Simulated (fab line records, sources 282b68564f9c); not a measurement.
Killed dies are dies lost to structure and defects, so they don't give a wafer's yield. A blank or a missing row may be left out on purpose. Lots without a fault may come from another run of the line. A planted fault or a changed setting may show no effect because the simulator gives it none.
A struck lot beside a sound one | flow rit_cmos | 17 steps out of a route of 202
Sound: wafers L730.1, L730.2, L730.3. Struck: wafers L733.1, L733.3, L733.4. The cause comes at the end.
At each step with rows: each side's tool, then ch and its chambers, then its first start. Under that, the readings that differ: sound wafers | struck wafers | difference of the means | sigmas: that difference in standard deviations of wafers without a fault.
alike: readings whose means differ by less than 2 such deviations, and words and numbers that are the same on both sides. not compared: withheld readings, readings that some wafer has no value for, bounds like >300 that may hide the same value, and numbers for which the record gives no deviation and whose values overlap.
The two part at a step that has a row with sigmas, a row that says differs or no value, or rows on one side only. Numbers that don't overlap but have no deviation are shown without sigmas and don't part them. A reading that every wafer of one side lacks parts them only if that side has two wafers or more.

first, 1 step without rows for these wafers: RIT_PRETRO_DEVELOP_05 (develop time 68 s).
RIT_PRETRO_OVL_MEAS_06:
  sound on overlay-01, day 3 15:34; struck on overlay-01, day 4 05:41
  alike: PRETRO_OVL
then, 2 steps without rows for these wafers: RIT_PRETRO_HARDBAKE_07 (time 120 s); RIT_PRETRO_IMPLANT_08.
RIT_PRETRO_STRIP_09: strips in O2, time 180 s.
  sound on plasma_asher-02 ch 0,1, day 3 16:00; struck on plasma_asher-03 ch 0,1, day 4 06:07
  alike: drypump_motor_current_A
  not compared: rf_hours_counter_h
RIT_PRETRO_TW_MEAS_10:
  sound on film_metro-02, day 3 16:10; struck on film_metro-04, day 4 06:18
  reading   | sound       | struck      | difference | sigmas
  PRETRO_TW | 469 471 471 | 479 477 478 | +8         | +2
then, 5 steps without rows for these wafers: RIT_GATE_WET_ETCH_00 (etches SiO2 in BOE, target depth 56 nm, time 60 s); RIT_GATE_CLEAN_01 (cleans in SC1, time 600 s); RIT_GATE_CLEAN_02 (cleans in dHF, time 30 s); RIT_GATE_CLEAN_03 (cleans in SC2, time 600 s); RIT_GATE_CLEAN_04 (cleans in dHF, time 60 s).
RIT_FOX2_THK_MEAS_91:
  sound on film_metro-03, day 3 16:40; struck on film_metro-02, day 4 06:49
  alike: FIELD_OXIDE_LEFT_2_THK
RIT_GATE_OXIDATION_05: target thk 3 nm, ox time 270 s.
  sound on furnace-01 ch 0, day 3 16:44; struck on furnace-01 ch 0, day 4 06:52
  reading                                     | sound             | struck              | difference | sigmas
  spike_tc_centre_C (C)                       | 902.6 900.9 901.1 | 895.6 895.4 896.8   | -5.6       | -5
  spike_tc_source_C (C)                       | 924.9 922.9 924.4 | 919.7 917.1 919.2   | -5.4       | -4
  tube_center_temp_C (C)                      | 900 899.98 899.95 | 895.03 894.9 894.92 | -5.03      | -68
  tube_center_temp_C_max                      | 902.0 902.2 902.1 | 897.1 897.0 896.8   | -5.1       | -14
  model.SiO2_of_GATE_OXIDATION_05.thk_nm (nm) | 3.005 3.008 3.002 | 2.784 2.791 2.816   | -0.208     |
then, 1 step without rows for these wafers: RIT_GATE_ANNEAL_06 (time 600 s).
RIT_GATE_THK_MEAS_07:
  sound on film_metro-01, day 3 18:03; struck on film_metro-01, day 4 08:12
  reading             | sound          | struck         | difference | sigmas
  GATE_OXIDE_THK (nm) | 2.96 2.99 3.02 | 2.77 2.82 2.77 | -0.20      | -3
then, 1 step without rows for these wafers: RIT_GATE_CVD_08 (deposits poly-Si from SiH4, target thk 250 nm, time 2220 s).
RIT_M1_PROBE_99:
  sound on prober-02, day 4 17:27; struck on prober-01, day 5 07:43
  reading                             | sound             | struck            | difference | sigmas
  killed_short                        | 1 1 0             | 5 4 6             | +4         | +2
  model.etest.pmos_0p3.r_on_ohm_um    | 6435 6279 6339    | 5966 5936 6009    | -381       |
  model.etest.nmos_0p3.r_on_ohm_um    | 2160 2098 2103    | 2052 2058 2059    | -64        |
  model.etest.nmos_narrow.drive_ua_um | 238.4 240.3 240.5 | 254.1 255 252.9   | +14.3      |
  model.etest.nmos_0p3.drive_ua_um    | 235 238.2 236.8   | 247.6 249.4 246   | +11.0      |
  model.etest.pmos_0p3.drive_ua_um    | 99.93 101.3 100.5 | 110.3 112.2 109.5 | +10.1      |
  model.etest.pmos_narrow.drive_ua_um | 101.5 103.7 103.1 | 113.3 114.6 111.4 | +10.3      |
  model.etest.nmos_0p15.swing_mv_dec  | 85.52 85.78 85.47 | 83.49 83.32 83.5  | -2.15      |
  model.etest.pmos_0p15.swing_mv_dec  | 84.15 84.4 83.99  | 82.24 81.98 82.38 | -1.98      |
  alike: killed_at_contacts, killed_at_front_end, killed_dies, killed_open

WHERE THEY PART
First at RIT_PRETRO_TW_MEAS_10; last, within this record, at RIT_M1_PROBE_99.

WHY: what the simulator had put in
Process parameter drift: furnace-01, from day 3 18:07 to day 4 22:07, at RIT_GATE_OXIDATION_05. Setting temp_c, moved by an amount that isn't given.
